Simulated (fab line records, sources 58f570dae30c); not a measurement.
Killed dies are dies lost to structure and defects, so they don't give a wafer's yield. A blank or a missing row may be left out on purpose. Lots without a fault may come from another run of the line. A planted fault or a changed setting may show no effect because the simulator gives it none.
fab line records | flow berkeley_cmos170
record lots=14 wafers=42 last_day=12
route steps=331 shown M2@272
lots that met no fault: from a run of the same line without faults
start_h: hours from the record's first day to the start of the lot's first wafer shown | wait_h: hours since the lot's step before | " the same as in the row above | L1.1+2: a row that stands for several wafers | - no value, or no start given | * or withheld: withheld | < > ~ a bound
route shown NAME@n: a module of which the file shows steps, and the number in the route of the first | usual: mean/standard deviation of fault-free wafers | same: alike in all rows | chamber/n: place in a boat | sites: the reading at each site | _std_site: their standard deviation | _edge_site: outer sites' mean less inner sites' | radius_mm: how far each site lies from the wafer's centre | mask NAME#n: copy n | behind: the tool/chamber that last shaped the wafer | hold: why the lot was held/for how many hours/how that ended | device: the transistor (n, p or np) that didn't switch | end of line: the same wafers' tests at the end of the route | a step without rows: its recipe alone | killed: dies lost to structure and defects at the first sort, not the wafer's yield | map: a wafer's dies, x killed, . not, _ none there
set.NAME: the setting as run; set.NAME@STEP: as run at that earlier step | model.NAME: the simulator's own value behind a step, which no gauge read
steps of the route over a sample of lots; a table a step, a row a wafer
services: from which hour (start_h, from the record's first day; less than 0 if before it) a tool's chamber was out of use, for how many hours, and why
## steps
# step UCB170_M2_SPUTTER_01
# recipe material=Al target_thk_nm=900 time_s=120 power_w=6000 chamber_pressure_pa=0.5
# usual throttle_valve_pct=30.2/1.2
# columns lot.wafer tool chamber start_h wait_h throttle_valve_pct
L735.1 pvd_sputter-02 - 162.96 0.0 30.8
L735.2 " - " " 29.3
L735.6 " - " " 30.5
L738.1 pvd_sputter-01 - 163.14 0.0 32.8
L738.2 " - " " 27.9
L738.4 " - " " 30.5
L734.2 pvd_sputter-03 - 163.38 0.0 30.6
L734.5 " - " " 29.7
L734.6 " - " " 31.3
L737.2 pvd_sputter-02 - 163.50 0.0 29.7
L737.4 " - " " 30.6
L737.5 " - " " 29.1
L736.1 pvd_sputter-01 - 163.74 0.0 30.5
L736.2 " - " " 29.2
L736.5 " - " " 27.8
L739.2 pvd_sputter-01 - 177.02 0.0 30.5
L739.4 " - " " 33.0
L739.6 " - " " 27.8
L740.1 pvd_sputter-02 - 190.50 0.0 30.5
L740.2 " - " " 30.4
L740.6 " - " " 29.2
L742.4 pvd_sputter-01 - 204.59 0.0 27.9
L742.5 " - " " 28.0
L742.6 " - " " 32.7
L741.1 pvd_sputter-02 - 206.73 0.0 31.1
L741.3 " - " " 29.0
L741.5 " - " " 30.5
L744.1 pvd_sputter-01 - 207.33 0.0 32.8
L744.3 " - " " 29.2
L744.6 " - " " 30.5
L750.2 pvd_sputter-02 - 233.51 0.0 30.8
L750.3 " - " " 29.3
L750.5 " - " " 30.8
L753.2 pvd_sputter-01 - 244.53 0.0 32.9
L753.3 " - " " 29.9
L753.5 " - " " 29.4
L754.2 pvd_sputter-01 - 248.75 0.0 29.8
L754.4 " - " " 30.5
L754.5 " - " " 29.7
L757.3 pvd_sputter-01 - 283.69 0.0 30.3
L757.5 " - " " 32.6
L757.6 " - " " 29.6
# step UCB170_M2_RS_MEAS_02
# recipe thk_meas_gauge=four-point-probe reads=Al_of_M2_SPUTTER_01
# usual M2_AL_RS=0.03216/0.00028
# columns lot.wafer tool chamber start_h wait_h M2_AL_RS[ohm/sq]
L735.1 film_metro-03 - 163.04 0.0 0.03236
L735.2 " - " " 0.03236
L735.6 " - " " 0.03223
L738.1 film_metro-02 - 163.22 0.0 0.03197
L738.2 " - " " 0.03247
L738.4 " - " " 0.032
L734.2 film_metro-01 - 163.49 0.1 0.03191
L734.5 " - " " 0.03177
L734.6 " - " " 0.03207
L737.2 film_metro-03 - 163.61 0.1 0.0319
L737.4 " - " " 0.03211
L737.5 " - " " 0.03215
L736.1 film_metro-02 - 163.87 0.1 0.03238
L736.2 " - " " 0.03237
L736.5 " - " " 0.03239
L739.2 film_metro-01 - 177.12 0.1 0.03235
L739.4 " - " " 0.0324
L739.6 " - " " 0.03251
L740.1 film_metro-02 - 190.58 0.0 0.03205
L740.2 " - " " 0.03202
L740.6 " - " " 0.03188
L742.4 film_metro-01 - 204.73 0.1 0.03245
L742.5 " - " " 0.03226
L742.6 " - " " 0.03212
L741.1 film_metro-03 - 206.82 0.0 0.03025
L741.3 " - " " 0.03033
L741.5 " - " " 0.0304
L744.1 film_metro-02 - 207.42 0.0 0.03214
L744.3 " - " " 0.0324
L744.6 " - " " 0.03221
L750.2 film_metro-01 - 233.61 0.1 0.03004
L750.3 " - " " 0.02999
L750.5 " - " " 0.02987
L753.2 film_metro-03 - 244.63 0.1 0.0321
L753.3 " - " " 0.0322
L753.5 " - " " 0.03195
L754.2 film_metro-03 - 248.85 0.1 0.03216
L754.4 " - " " 0.03219
L754.5 " - " " 0.03212
L757.3 film_metro-03 - 283.81 0.1 0.03215
L757.5 " - " " 0.03229
L757.6 " - " " 0.03231
# step UCB170_M2_THK_MEAS_03
# recipe thk_meas_gauge=xrf reads=Al_of_M2_SPUTTER_01
# usual M2_AL_THK=895/8.6
# columns lot.wafer tool chamber start_h wait_h M2_AL_THK[nm]
L735.1 film_metro-03 - 163.16 0.1 882
L735.2 " - " " 886
L735.6 " - " " 884
L738.1 film_metro-02 - 163.34 0.1 897
L738.2 " - " " 885
L738.4 " - " " 898
L734.2 film_metro-01 - 163.60 0.1 903
L734.5 " - " " 908
L734.6 " - " " 900
L737.2 film_metro-03 - 163.72 0.1 896
L737.4 " - " " 889
L737.5 " - " " 888
L736.1 film_metro-02 - 163.99 0.1 892
L736.2 " - " " 895
L736.5 " - " " 890
L739.2 film_metro-01 - 177.23 0.1 892
L739.4 " - " " 890
L739.6 " - " " 883
L740.1 film_metro-02 - 190.70 0.1 900
L740.2 " - " " 902
L740.6 " - " " 909
L742.4 film_metro-01 - 204.82 0.1 885
L742.5 " - " " 891
L742.6 " - " " 897
L741.1 film_metro-03 - 206.94 0.1 951
L741.3 " - " " 951
L741.5 " - " " 950
L744.1 film_metro-02 - 207.54 0.1 892
L744.3 " - " " 891
L744.6 " - " " 897
L750.2 film_metro-01 - 233.72 0.1 956
L750.3 " - " " 958
L750.5 " - " " 964
L753.2 film_metro-03 - 244.74 0.1 901
L753.3 " - " " 891
L753.5 " - " " 902
L754.2 film_metro-03 - 248.96 0.1 901
L754.4 " - " " 899
L754.5 " - " " 902
L757.3 film_metro-03 - 283.91 0.1 901
L757.5 " - " " 894
L757.6 " - " " 894
## services
# columns tool chamber start_h hours kind
pvd_sputter-01 3 204.91 - consumable_replace:kit
pvd_sputter-01 3 204.91 18.0 scheduled_down
pvd_sputter-01 3 204.91 18.0 vent_cycle
pvd_sputter-03 - 217.23 2.0 repair
## key
first_sign step=UCB170_M2_RS_MEAS_02 reading=M2_AL_RS direction=down sigmas=7.3 usual=0.03216 struck=0.03015
effect step=UCB170_M2_THK_MEAS_03 reading=M2_AL_THK direction=up sigmas=6.9 usual=895 struck=955
met_at UCB170_M2_SPUTTER_01
struck_lots L741,L750
onset_between 190.50 206.73
fault kind=process_parameter_drift tool=pvd_sputter-02 chamber=- onset_h=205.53 steps=UCB170_M2_SPUTTER_01 channel=time_s offset=* shape=step end_h=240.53 acts_in=* stated=*
